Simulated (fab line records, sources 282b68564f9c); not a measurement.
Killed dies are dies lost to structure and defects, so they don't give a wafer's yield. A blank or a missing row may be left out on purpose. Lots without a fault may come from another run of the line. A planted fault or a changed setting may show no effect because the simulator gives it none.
A struck lot beside a sound one | flow rit_cmos | 17 steps out of a route of 202
Sound: wafers L420.1, L420.2, L420.4. Struck: wafers L430.2, L430.5, L430.6. The cause comes at the end.
At each step with rows: each side's tool, then ch and its chambers, then its first start. Under that, the readings that differ: sound wafers | struck wafers | difference of the means | sigmas: that difference in standard deviations of wafers without a fault.
alike: readings whose means differ by less than 2 such deviations, and words and numbers that are the same on both sides. not compared: withheld readings, readings that some wafer has no value for, bounds like >300 that may hide the same value, and numbers for which the record gives no deviation and whose values overlap.
The two part at a step that has a row with sigmas, a row that says differs or no value, or rows on one side only. Numbers that don't overlap but have no deviation are shown without sigmas and don't part them. A reading that every wafer of one side lacks parts them only if that side has two wafers or more.

first, 2 steps without rows for these wafers: RIT_NRETRO_HARDBAKE_07 (time 120 s); RIT_NRETRO_IMPLANT_08.
RIT_NRETRO_STRIP_09: strips in O2, time 180 s.
  sound on plasma_asher-01 ch 0,1, day 2 15:07; struck on plasma_asher-02 ch 0,1, day 4 22:37
  alike: drypump_motor_current_A
  not compared: rf_hours_counter_h
RIT_NRETRO_TW_MEAS_10:
  sound on film_metro-03, day 2 15:17; struck on film_metro-01, day 4 22:48
  reading   | sound          | struck         | difference | sigmas
  NRETRO_TW | 1056 1054 1056 | 1029 1032 1023 | -27        | -2
then, 6 steps without rows for these wafers: RIT_PRETRO_HMDS_00 (prime time 60 s); RIT_PRETRO_COAT_01 (resist thk 1300 nm); RIT_PRETRO_SOFTBAKE_02 (time 60 s); RIT_PRETRO_EXPOSE_03 (exposes mask M5, target cd 43700 nm); RIT_PRETRO_PEB_04; RIT_PRETRO_DEVELOP_05 (develop time 68 s).
RIT_PRETRO_OVL_MEAS_06:
  sound on overlay-02, day 2 16:14; struck on overlay-02, day 4 23:44
  alike: PRETRO_OVL
then, 1 step without rows for these wafers: RIT_PRETRO_HARDBAKE_07 (time 120 s).
RIT_PRETRO_IMPLANT_08:
  sound on implanter-01 ch 0, day 2 16:31; struck on implanter-03 ch 0, day 5 00:02
  reading            | sound                            | struck                        | difference | sigmas
  dose_ions_cm2      | 1.1997e+13 1.1995e+13 1.2025e+13 | 7.727e+12 7.706e+12 7.745e+12 | -4.280e+12 | -99 or more
  faraday_current_uA | 38.1 37.4 38.6                   | 23.6 24.3 24.5                | -13.9      | -19
RIT_PRETRO_STRIP_09: strips in O2, time 180 s.
  sound on plasma_asher-03 ch 0,1, day 2 16:40; struck on plasma_asher-03 ch 0,1, day 5 00:10
  alike: drypump_motor_current_A
  not compared: rf_hours_counter_h
RIT_PRETRO_TW_MEAS_10:
  sound on film_metro-04, day 2 16:50; struck on film_metro-04, day 5 00:21
  reading   | sound       | struck      | difference | sigmas
  PRETRO_TW | 465 466 466 | 407 408 407 | -58        | -14
then, 1 step without rows for these wafers: RIT_GATE_WET_ETCH_00 (etches SiO2 in BOE, target depth 56 nm, time 60 s).
RIT_M1_PROBE_99:
  sound on prober-02, day 3 19:27; struck on prober-01, day 6 03:02
  reading                                    | sound               | struck               | difference | sigmas
  killed_at_front_end                        | 4 5 6               | 19 5 10              | +6         | +2
  killed_dies                                | 5 5 6               | 19 5 10              | +6         | +2
  killed_open                                | 3 1 2               | 11 2 8               | +5         | +2
  model.etest.nmos_0p3.r_on_ohm_um           | 2138 2144 2092      | 2069 2088 2044       | -58        |
  model.etest.nmos_0p3.drive_ua_um           | 234.3 230.5 235.7   | 249.8 247.2 254.1    | +16.9      |
  model.etest.nmos_narrow.drive_ua_um        | 238.2 234.9 238.4   | 248.7 247.6 246.8    | +10.5      |
  model.etest.nmos_0p15.off_log10_a_um       | -10.15 -10.51 -10   | -9.486 -9.68 -9.483  | +0.670     |
  model.etest.retro_edge_nmos.off_log10_a_um | -9.988 -10.15 -9.88 | -9.431 -9.546 -9.415 | +0.542     |
  alike: killed_at_contacts, killed_short
  not compared: model.etest.nmos_0p15.r_on_ohm_um, model.etest.nmos_turned.drive_ua_um, model.etest.nmos_0p15.drive_ua_um

WHERE THEY PART
First at RIT_NRETRO_TW_MEAS_10; last, within this record, at RIT_M1_PROBE_99.

WHY: what the simulator had put in
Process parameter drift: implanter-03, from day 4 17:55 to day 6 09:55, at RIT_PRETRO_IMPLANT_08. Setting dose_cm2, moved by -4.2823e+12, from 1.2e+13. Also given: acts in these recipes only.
